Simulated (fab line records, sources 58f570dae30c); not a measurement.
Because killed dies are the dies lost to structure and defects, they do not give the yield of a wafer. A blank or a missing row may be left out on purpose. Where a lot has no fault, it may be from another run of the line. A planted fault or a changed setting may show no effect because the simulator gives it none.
What tool caused it?	flow berkeley_cmos170	36 wafers from 12 lots sampled at 2 of the route's 331 steps

== WHAT EACH GAUGE READ, for each wafer ==
UCB170_NLDD_OVL_MEAS_07. Usual: NLDD_OVL -1 nm, standard deviation 5.2.
lot	measured	on	NLDD_OVL (nm)	flag
L430	day 6 16:38	overlay-02	-2 0 -7	
L431	day 6 18:01	overlay-01	2 -1 3	
L432	day 6 18:17	overlay-02	-11 -5 -8	
L433	day 6 20:59	overlay-01	-2 -11 -3	
L435	day 7 05:01	overlay-02	-2 -1 2	
L441	day 8 10:59	overlay-02	258 256 257 257 254 256	OFF
L442	day 8 11:10	overlay-02	263 258 257 262 257 256	OFF
L443	day 8 23:59	overlay-01	-4 5 0	
L446	day 9 08:04	overlay-02	-4 -1 -6	
L450	day 10 04:32	overlay-01	-7 0 4	
L452	day 10 08:22	overlay-02	6 -1 0	
L453	day 10 18:21	overlay-02	8 9 7	

== EACH LOT AND THE TOOL THAT RAN IT (in order: tool; ch and the chambers of the sampled wafers; start) ==
lot	UCB170_NLDD_EXPOSE_03
L430	krf_scanner-01 ch 0, day 6 15:37
L431	krf_scanner-01 ch 0, day 6 17:14
L432	krf_scanner-01 ch 0, day 6 17:37
L433	krf_scanner-02 ch 0, day 6 20:19
L435	krf_scanner-02 ch 0, day 7 04:31
L441	krf_scanner-01 ch 0, day 8 10:28
L442	krf_scanner-01 ch 0, day 8 10:36
L443	krf_scanner-02 ch 0, day 8 23:17
L446	krf_scanner-02 ch 0, day 9 07:24
L450	krf_scanner-02 ch 0, day 10 03:16
L452	krf_scanner-02 ch 0, day 10 07:52
L453	krf_scanner-02 ch 0, day 10 17:36
- UCB170_NLDD_EXPOSE_03: exposes mask NSELECT, target cd 1200 nm.

== WHAT THE TOOLS THEMSELVES READ (means of the sampled wafers that have a number; where no wafer has one, the mark that the record gives instead) ==
UCB170_NLDD_EXPOSE_03. Usual: stage_vel_mm_s 499.98 mm/s, standard deviation 0.22.
lot	tool	stage_vel_mm_s (mm/s)	flag
L430	krf_scanner-01	500.09	
L431	krf_scanner-01	499.98	
L432	krf_scanner-01	500.01	
L433	krf_scanner-02	500.04	
L435	krf_scanner-02	499.76	
L441	krf_scanner-01	500.09	
L442	krf_scanner-01	499.87	
L443	krf_scanner-02	500.27	
L446	krf_scanner-02	499.70	
L450	krf_scanner-02	499.97	
L452	krf_scanner-02	500.20	
L453	krf_scanner-02	499.93	

== THE ANSWER, worked out from the rows above alone ==
Rule: take the mean of a lot's wafers that have a number; if it is more than 3 standard deviations from the usual mean, the lot is off. Also off: a lot with no number at a reading for which 4 or more lots have one. Any other lot the step has rows for is counted as sound. First the gauges in route order, then the tools' own readings, where a lot's mean is used as printed above. At the first step where some lot is off, the reading lying furthest off is the one used; lots without a number count as furthest.
Off: L441, L442, at UCB170_NLDD_OVL_MEAS_07 (NLDD_OVL).
A tool fits if, at a process step before that reading, it ran every lot that is off, and no sound lot after the first of them. Those tools and the gauges at UCB170_NLDD_OVL_MEAS_07 are tried in the same way. One fits: krf_scanner-01 at UCB170_NLDD_EXPOSE_03. Its last sound lot is L432 (day 6 17:37), its first lot that is off L441 (day 8 10:28): a fault that began between those two fits.

== WHAT WAS PUT IN BY THE SIMULATOR ==
Scanner matching overlay: krf_scanner-01, from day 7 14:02 on, at UCB170_NLDD_EXPOSE_03. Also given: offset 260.
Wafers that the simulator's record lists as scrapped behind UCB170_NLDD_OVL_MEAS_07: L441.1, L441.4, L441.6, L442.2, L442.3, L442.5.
Lots struck among those shown: L441, L442. The same result came from the rule above.
